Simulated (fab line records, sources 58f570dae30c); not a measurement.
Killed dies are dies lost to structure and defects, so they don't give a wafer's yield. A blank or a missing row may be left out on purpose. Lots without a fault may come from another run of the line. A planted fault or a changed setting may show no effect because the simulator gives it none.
Split-lot experiment | flow berkeley_cmos170 | 5 lots, 23 wafers read, on a route of 331 steps

THE SPLIT
At UCB170_M3_SPUTTER_01 (material Al, target thk 900 nm, time 120 s), the setting time_s was moved away from the recipe's 120 s on 10 of the 23 wafers read, by -11.7% to +9.7%. The other wafers ran this setting at the recipe's value.

FROM THE SPLIT TO THE READING: what the file shows between them, 2 steps
- UCB170_M3_RS_MEAS_02: measures by four-point-probe
- UCB170_M3_THK_MEAS_03: measures by xrf

THE READING
oes_product_au, in a.u., at UCB170_M3_METAL_ETCH_18 (etches Al in Cl2/BCl3, stops on SiO2, target depth 1170 nm, time 195 s). Fault-free wafers of this fab line usually give 0.852 a.u., standard deviation 0.01 a.u..

wafer  | tool, chamber at the split | time_s as run, s | against the recipe | oes_product_au, a.u. | against lot-mates on the recipe
L075.1 | pvd_sputter-04, -          | 120              | recipe             | 0.857                | -
L075.3 | pvd_sputter-04, -          | 120              | recipe             | 0.844                | -
L075.4 | pvd_sputter-04, -          | 120              | recipe             | 0.857                | -
L077.1 | pvd_sputter-01, -          | 105.9            | -11.7%             | 0.780                | -0.059
L077.2 | pvd_sputter-01, -          | 120              | recipe             | 0.855                | -
L077.4 | pvd_sputter-01, -          | 120              | recipe             | 0.836                | -
L077.5 | pvd_sputter-01, -          | 105.9            | -11.7%             | 0.799                | -0.040
L077.6 | pvd_sputter-01, -          | 120              | recipe             | 0.827                | -
L078.1 | pvd_sputter-04, -          | 120              | recipe             | 0.862                | -
L078.2 | pvd_sputter-04, -          | 120              | recipe             | 0.850                | -
L078.4 | pvd_sputter-04, -          | 131.7            | +9.7%              | 0.899                | +0.043
L078.5 | pvd_sputter-04, -          | 131.7            | +9.7%              | 0.905                | +0.049
L078.6 | pvd_sputter-04, -          | 131.7            | +9.7%              | 0.898                | +0.042
L082.1 | pvd_sputter-04, -          | 112.6            | -6.2%              | 0.819                | -0.041
L082.2 | pvd_sputter-04, -          | 112.6            | -6.2%              | 0.835                | -0.025
L082.4 | pvd_sputter-04, -          | 120              | recipe             | 0.851                | -
L082.5 | pvd_sputter-04, -          | 112.6            | -6.2%              | 0.814                | -0.046
L082.6 | pvd_sputter-04, -          | 120              | recipe             | 0.869                | -
L083.2 | pvd_sputter-04, -          | 120              | recipe             | 0.842                | -
L083.3 | pvd_sputter-04, -          | 115.3            | -3.9%              | 0.837                | -0.010
L083.4 | pvd_sputter-04, -          | 120              | recipe             | 0.847                | -
L083.5 | pvd_sputter-04, -          | 120              | recipe             | 0.853                | -
L083.6 | pvd_sputter-04, -          | 115.3            | -3.9%              | 0.820                | -0.027

THE FIT
A straight line over all 23 wafers: oes_product_au changes by +0.00508 a.u. for each +1% of time_s; r = +0.95; the points scatter about the line by 0.01 a.u..
The same after taking each lot's own level away (the mean of its wafers on the recipe; 23 wafers): +0.00467 a.u. for each +1%; r = +0.95; scatter 0.0089 a.u..
On that fit, the largest move of time_s shifts the reading by 0.055 a.u..
The lots' own levels span 0.8393 to 0.8600 a.u., that is 2.1 times the standard deviation above.
So the lot-to-lot level changes the slope little: the two slopes agree.
Check: with one of the wafers moved furthest among these (-11.7%) left out of the fit, the line predicts -0.0547 a.u. for it against its lot-mates. It came out at -0.0593 a.u. against them.

OTHER SPLITS ON THESE WAFERS
These wafers also went through other splits before the reading. Each is held against what the fit with the lots' levels taken away leaves over:
other split on the same wafers | wafers away from the commonest value | r with oes_product_au (lot level and that fit taken away)
UCB170_M2_SPUTTER_01 power_w   | 10                                   | +0.07
UCB170_M2_METAL_ETCH_18 icp_w  | 7                                    | +0.12
UCB170_V2_PEB_10 peb_temp_c    | 10                                   | -0.10

THE WHOLE CHAIN: every reading that the file lists as answering this split, in the file's order
step                    | what it does                                                           | reading                                                                     | change (the file's fit)                   | r (the file's)
UCB170_M3_SPUTTER_01    | material Al, target thk 900 nm, time 120 s                             | Al_of_M3_SPUTTER_01.thk_nm (the simulator's own value, which no gauge read) | +8.92 nm for each +1% of the setting      | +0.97
UCB170_M3_RS_MEAS_02    | measures by four-point-probe                                           | M3_AL_RS                                                                    | -0.000339 for each +1% of the setting     | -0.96
UCB170_M3_THK_MEAS_03   | measures by xrf                                                        | M3_AL_THK                                                                   | +9.15 for each +1% of the setting         | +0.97
UCB170_M3_METAL_ETCH_18 | etches Al in Cl2/BCl3, stops on SiO2, target depth 1170 nm, time 195 s | oes_product_au                                                              | +0.00459 a.u. for each +1% of the setting | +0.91

THE FILE'S OWN FIT
oes_product_au changes by +0.00459 a.u. for each +1% of time_s, r = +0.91.
